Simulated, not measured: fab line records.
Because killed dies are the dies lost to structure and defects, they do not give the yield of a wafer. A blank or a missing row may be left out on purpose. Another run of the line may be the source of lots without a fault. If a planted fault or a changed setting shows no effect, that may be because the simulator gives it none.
Which of the tools did it?	flow rit-cmos	14 lots with 42 wafers sampled at 5 steps, on a route of 202 steps

## WHAT EACH GAUGE READ, for each wafer
RIT_SILICIDE_THK_MEAS_03: measures by xrf.
lot	measured	on	SILICIDE_TI_THK (nm)
L614	day 3 08:20	film-metro-01	29.4 28.9 29.4
L615	day 3 12:18	film-metro-02	30.6 30.3 30.8
L617	day 4 00:35	film-metro-03	30.2 29.8 30.4
L618	day 4 04:56	film-metro-02	30.4 30.4 30.7
L619	day 4 10:33	film-metro-01	29.6 29.8 29.8
L625	day 5 14:43	film-metro-02	30.3 30.3 30.3
L626	day 5 18:48	film-metro-02	30.0 29.7 30.1
L627	day 6 01:10	film-metro-01	30.1 30.1 30.1
L629	day 6 10:25	film-metro-02	29.8 30.0 29.7
L631	day 6 21:35	film-metro-02	30.3 29.9 30.6
L633	day 7 06:37	film-metro-01	29.6 29.8 29.6
L634	day 7 10:25	film-metro-02	30.4 30.5 30.3
L635	day 7 17:11	film-metro-02	30.6 30.5 30.6
L636	day 7 21:59	film-metro-02	30.3 30.1 30.3

RIT_M1_CD_MEAS_90: the cd target is 2600 nm.
lot	measured	on	cd-nm (nm)
L614	day 3 13:17	cd-sem-02	2601.2 2601.5 2599.8
L615	day 3 17:17	cd-sem-02	2598.7 2600.3 2596.5
L617	day 4 05:42	cd-sem-01	2598.2 2598.0 2596.9
L618	day 4 10:01	cd-sem-02	2600.0 2600.5 2603.6
L619	day 4 15:38	cd-sem-01	2600.4 2600.7 2601.4
L625	day 5 19:46	cd-sem-01	2598.9 2597.5 2601.8
L626	day 5 23:49	cd-sem-01	- - -
L627	day 6 06:13	cd-sem-02	- - -
L629	day 6 15:34	cd-sem-02	2602.1 2599.5 2600.0
L631	day 7 02:55	cd-sem-02	2599.6 2599.0 2597.8
L633	day 7 12:12	cd-sem-02	2595.3 2595.2 2596.1
L634	day 7 15:52	cd-sem-02	2598.1 2596.5 2597.7
L635	day 7 22:23	cd-sem-01	2595.1 2594.7 2598.0
L636	day 8 03:10	cd-sem-02	2600.0 2598.4 2599.6

## TOOL THAT RAN EACH LOT (tool first, then ch and the chambers of the sampled wafers, then the start)
lot	RIT_SPACER_ETCHBACK_05	RIT_CONTACT_CVD_00	RIT_M1_METAL_ETCH_12
L614	rie-diel-02 ch 0,2,3, day 3 04:02	pecvd-01 ch 0,1,2, day 3 08:34	rie-metal-04 ch 0,1, day 3 12:46
L615	rie-diel-02 ch 0,1,2, day 3 07:59	pecvd-04 ch 0,1,2, day 3 12:32	rie-metal-02 ch 0,1, day 3 16:47
L617	rie-diel-01 ch 0,1,2, day 3 20:08	pecvd-01 ch 0,2, day 4 00:48	rie-metal-04 ch 0,1, day 4 05:11
L618	rie-diel-02 ch 0,2,3, day 4 00:19	pecvd-04 ch 0,1, day 4 05:10	rie-metal-02 ch 0,1, day 4 09:28
L619	rie-diel-04 ch 2,3, day 4 05:53	pecvd-03 ch 0,1, day 4 10:46	rie-metal-03 ch 0,1, day 4 15:08
L625	rie-diel-04 ch 0,2, day 5 10:24	pecvd-03 ch 0,1, day 5 14:56	rie-metal-03 ch 0,1, day 5 19:14
L626	rie-diel-01 ch 0,2,3, day 5 14:13	pecvd-01 ch 0,1, day 5 19:02	rie-metal-04 ch 0,1, day 5 23:18
L627	rie-diel-04 ch 0,2, day 5 20:52	pecvd-04 ch 0,1,2, day 6 01:24	rie-metal-02 ch 0,1, day 6 05:42
L629	rie-diel-02 ch 0,2, day 6 05:59	pecvd-01 ch 1,2, day 6 10:38	rie-metal-04 ch 0,1, day 6 15:04
L631	rie-diel-01 ch 0,1, day 6 17:17	pecvd-03 ch 0,1,2, day 6 21:49	rie-metal-04 ch 0,1, day 7 02:25
L633	rie-diel-01 ch 0,2,3, day 7 02:25	pecvd-04 ch 1,2, day 7 06:50	rie-metal-04 ch 0,1, day 7 11:41
L634	rie-diel-01 ch 2,3, day 7 05:59	pecvd-03 ch 0,2, day 7 10:42	rie-metal-02 ch 0, day 7 15:11
L635	rie-diel-02 ch 1,3, day 7 12:41	pecvd-01 ch 0,1,2, day 7 17:28	rie-metal-03 ch 0, day 7 21:52
L636	rie-diel-04 ch 2,3, day 7 17:27	pecvd-04 ch 0,2, day 7 22:12	rie-metal-04 ch 0,1, day 8 02:29
- RIT_SPACER_ETCHBACK_05: etches Si3N4 in SF6/CHF3, stops on SiO2, target depth 250 nm, time 240 s.
- RIT_CONTACT_CVD_00: deposits SiO2 from TEOS, target thk 400 nm, time 61 s.
- RIT_M1_METAL_ETCH_12: etches Al in Cl2/BCl3, stops on SiO2, time 165 s, target depth 600 nm.

## WHAT THE TOOLS THEMSELVES READ (means of the sampled wafers that have a number; where no wafer has one, the mark that the record gives instead)
RIT_SPACER_ETCHBACK_05.
lot	tool	drypump-motor-current-A (A)	oes-product-au (a.u.)	throttle-valve-pct (%)
L614	rie-diel-02	5.5	0.837	10.35
L615	rie-diel-02	5.4	0.830	10.27
L617	rie-diel-01	5.5	0.839	10.25
L618	rie-diel-02	5.5	0.841	10.36
L619	rie-diel-04	5.3	0.846	10.34
L625	rie-diel-04	5.1	0.855	10.34
L626	rie-diel-01	5.7	0.850	10.16
L627	rie-diel-04	5.0	0.839	10.33
L629	rie-diel-02	5.7	0.833	10.36
L631	rie-diel-01	5.5	0.832	10.20
L633	rie-diel-01	5.7	0.842	10.17
L634	rie-diel-01	5.7	0.847	10.22
L635	rie-diel-02	4.9	0.864	10.23
L636	rie-diel-04	5.3	0.858	10.33

RIT_CONTACT_CVD_00.
lot	tool	heater-power-w (W)
L614	pecvd-01	349
L615	pecvd-04	306
L617	pecvd-01	351
L618	pecvd-04	265
L619	pecvd-03	255
L625	pecvd-03	236
L626	pecvd-01	394
L627	pecvd-04	302
L629	pecvd-01	329
L631	pecvd-03	293
L633	pecvd-04	289
L634	pecvd-03	296
L635	pecvd-01	366
L636	pecvd-04	339

RIT_M1_METAL_ETCH_12.
lot	tool	bcl3-flow-sccm (sccm)	chamber-pressure-mTorr (mTorr)	drypump-motor-current-A (A)	oes-product-au (a.u.)	throttle-valve-pct (%)
L614	rie-metal-04	49.94	100.01	5.2	0.770	8.24
L615	rie-metal-02	49.99	99.98	5.6	0.791	8.36
L617	rie-metal-04	50.06	100.01	5.3	0.780	8.31
L618	rie-metal-02	50.20	100.04	5.1	0.794	8.23
L619	rie-metal-03	50.01	99.98	5.6	0.783	8.15
L625	rie-metal-03	49.95	100.05	5.9	0.787	8.15
L626	rie-metal-04	-	-	-	-	-
L627	rie-metal-02	-	-	-	-	-
L629	rie-metal-04	49.93	100.02	5.3	0.777	8.30
L631	rie-metal-04	50.11	100.00	5.3	0.772	8.32
L633	rie-metal-04	50.02	99.99	5.2	0.769	8.25
L634	rie-metal-02	49.97	100.02	4.6	0.776	8.10
L635	rie-metal-03	50.00	99.98	6.2	0.786	8.15
L636	rie-metal-04	49.94	99.93	5.2	0.773	8.25

## THE ANSWER, worked out from the rows above alone
Rule: the lots themselves supply what counts as usual. The widest of any qualifying gaps counts: lots, ordered by their means at a reading, are off when they make up no more than a third of the lots, leave a main group of 4 or more, and stand apart from it by 3 or more times the standard deviation of that group's means. Not used: any main group whose means are identical at the precision the tables above print for the reading. A lot without any number at a reading at which 4 lots or more have one is off too. The other lots that the step has rows for count as sound. Order of review: gauges by route order, followed by the tools' own readings, for which a lot's mean as printed above is used. At the first step where some lot is off, the reading lying furthest off is the one used; lots without a number count as furthest.
Off: L626, L627 (RIT_M1_CD_MEAS_90, cd-nm). Without a number there: L626, L627. Main group: mean 2598.8 nm, sd 1.8.
A tool fits if, at a process step before that reading, it ran every lot that is off, and no sound lot after the first of them. Not tried: the gauges at RIT_M1_CD_MEAS_90; whatever is off there is also off at RIT_M1_METAL_ETCH_12, on other tools, and gauge error can't account for it. No candidate that was tried fits.

## WHAT WAS PUT IN BY THE SIMULATOR
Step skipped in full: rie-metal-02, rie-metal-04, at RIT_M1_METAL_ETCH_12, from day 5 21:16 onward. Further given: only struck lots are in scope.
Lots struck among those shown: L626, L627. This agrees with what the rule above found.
